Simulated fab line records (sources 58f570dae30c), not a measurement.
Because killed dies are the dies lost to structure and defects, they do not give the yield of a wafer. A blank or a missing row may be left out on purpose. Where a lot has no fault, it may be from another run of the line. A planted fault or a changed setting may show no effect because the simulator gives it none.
Chamber matching -- flow berkeley cmos170 -- UCB170_V2_CVD_00 on pecvd-01: 3 sister chambers
The step deposits SiO2 from TEOS/O2, target thk 2000 nm, time 250 s. 14 wafers are shown with their chamber, then 7 later ones without.

WAFERS WITH THEIR CHAMBER
wafer,chamber,run length s (s),heater power w (W),pressure mtorr (mTorr)
L289.3,1,277.8,340,8987
L289.4,0,278.2,332,9022
L289.5,2,278.7,209,9011
L296.1,2,278.0,299,9021
L296.2,0,278.1,332,8977
L296.5,1,277.7,348,9025
L298.1,0,278.5,318,8987
L298.4,0,279.1,231,8982
L298.5,1,277.2,263,8993
L305.2,2,278.4,303,8984
L305.3,1,276.9,304,9019
L305.6,0,278.5,237,8997
L307.3,0,278.5,321,8987
L307.4,0,278.2,224,9023

SIGNATURES (means of the wafers above)
reading,chamber 0,chamber 1,chamber 2,scatter within a chamber
run length s,278.443,277.400,278.367,0.365
heater power w,285.00,313.75,270.33,48.5
pressure mtorr,8996.43,9006.00,9005.33,18.9
Rule: a wafer lies at a distance from a chamber equal to the root of the sum of squares, over the readings, of (its reading less the chamber's mean, divided by the reading's scatter). If the next closest chamber is less than 2 further off than the closest, the wafer can't be placed; otherwise it belongs to the closest. How the scatter is found: for the shown wafers, subtract from each reading the mean of its chamber, square and add these, divide the total by (wafers less chambers), then take the root.

WAFERS WHOSE CHAMBER IS MISSING
wafer,run length s (s),heater power w (W),pressure mtorr (mTorr)
L307.6,278.2,212,9011
L306.1,277.0,316,8964
L306.2,278.6,248,8993
L306.6,278.2,300,9007
L308.1,277.9,214,9001
L308.2,277.0,312,8991
L308.4,278.9,327,9007

EACH ONE'S CHAMBER
wafer,from the rows above,in truth
L307.6,can't be placed: 2 or 0 or 1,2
L306.1,can't be placed: 1 or 0 or 2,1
L306.2,can't be placed: 0 or 2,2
L306.6,can't be placed: 2 or 0 or 1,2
L308.1,can't be placed: 2 or 0 or 1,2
L308.2,1,1
L308.4,can't be placed: 0 or 2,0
Placed correctly: 1 of 7. From these rows, 6 cannot be placed; in 6 the true chamber is one of the candidates. Number placed wrongly: 0.
